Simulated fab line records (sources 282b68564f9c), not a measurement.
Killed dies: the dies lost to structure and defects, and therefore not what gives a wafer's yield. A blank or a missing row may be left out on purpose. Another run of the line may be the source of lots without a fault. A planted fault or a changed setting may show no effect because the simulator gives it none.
A struck lot beside a sound one -- flow rit_cmos -- 15 steps out of a route of 202
Sound: the wafers L954.2, L954.4, L954.6. Wafers L966.1, L966.4, L966.6 were the ones struck. The cause is named last.
For every step that has rows: the tool of each side, followed by ch and its chambers, followed by its first start. Under that, the readings that differ: sound wafers -- struck wafers -- difference of the means -- sigmas: that difference in standard deviations of wafers without a fault.
alike: words and numbers the same on both sides, and readings whose means are apart by under 2 such deviations; not compared: readings that were withheld, readings missing a value for some wafer, numbers with overlapping values and no deviation given by the record, and bounds like >300 which may hide the same value.
The two part at a step that has a row with sigmas, a row that says differs or no value, or rows on one side only. Numbers that don't overlap but have no deviation are shown without sigmas and don't part them. Lack of a reading on every wafer of one side parts them only where that side has two or more wafers.

first, 4 steps without rows for these wafers: RIT_PSD_SOFTBAKE_02 (time 60 s); RIT_PSD_EXPOSE_03 (exposes mask M10, target cd 40900 nm); RIT_PSD_PEB_04; RIT_PSD_DEVELOP_05 (develop time 50 s).
RIT_PSD_OVL_MEAS_06:
  sound: overlay-01 at day 3 10:40; struck: overlay-02 at day 5 22:58
  alike: PSD_OVL
then, 2 steps without rows for these wafers: RIT_PSD_HARDBAKE_07 (time 60 s); RIT_PSD_IMPLANT_08.
RIT_PSD_STRIP_09: strips in O2, time 180 s.
  sound on plasma_asher-02 ch 0,1, day 3 11:00; struck on plasma_asher-01 ch 0, day 5 23:18
  alike: drypump_motor_current_A
  not compared: rf_hours_counter_h
RIT_PSD_TW_MEAS_10:
  sound: film_metro-01 at day 3 11:11; struck: film_metro-01 at day 5 23:28
reading,sound,struck,difference,sigmas
PSD_TW,3502 3463 3468,3409 3433 3428,-54,-3
then, 3 steps without rows for these wafers: RIT_SDANNEAL_CLEAN_00 (cleans in SC1, time 600 s); RIT_SDANNEAL_CLEAN_01 (cleans in dHF, time 30 s); RIT_SDANNEAL_CLEAN_02 (cleans in SC2, time 600 s).
RIT_SDANNEAL_RTA_03: time 5 s.
  sound on rtp_anneal-01 ch 0, day 3 11:38; struck on rtp_anneal-01 ch 0, day 5 23:54
reading,sound,struck,difference,sigmas
ramp_down_c_per_s,171.00 170.98 170.99,34.176 34.172 34.197,-136.808,-99 or more
  alike: wafer_temp_C_max
RIT_SDANNEAL_RS_MEAS_04: measures by four-point-probe.
  sound: film_metro-03 at day 3 11:43; struck: film_metro-03 at day 5 23:58
  alike: PSD_RS
RIT_M1_PROBE_99:
  sound: prober-01 at day 3 19:02; struck: prober-01 at day 6 07:36
reading,sound,struck,difference,sigmas
killed_short,7 8 4,2 1 3,-4,-2
model.etest.pmos_turned.r_on_ohm_um,3481 3481 3472,3291 3323 3407,-138,
model.etest.pmos_0p15.r_on_ohm_um,2818 2797 2832,2690 2712 2755,-97,
model.etest.pmos_turned.drive_ua_um,186.8 188.8 190.6,200.3 204.8 198.4,+12.4,
model.etest.pmos_0p15.drive_ua_um,247.6 253.5 250.5,264.1 263.8 262.5,+12.9,
model.etest.contact_nplus.end_ohm_um,40.67 40.28 39.61,43.18 44.91 42.75,+3.43,
  alike: killed_at_contacts, killed_at_front_end, killed_dies, killed_open
  not compared: model.etest.pmos_0p3.r_on_ohm_um, model.etest.pmos_narrow.drive_ua_um, model.etest.pmos_0p3.drive_ua_um

== WHERE THEY PART ==
First at RIT_PSD_TW_MEAS_10; last, within this record, at RIT_M1_PROBE_99.

WHY: what the simulator had put in
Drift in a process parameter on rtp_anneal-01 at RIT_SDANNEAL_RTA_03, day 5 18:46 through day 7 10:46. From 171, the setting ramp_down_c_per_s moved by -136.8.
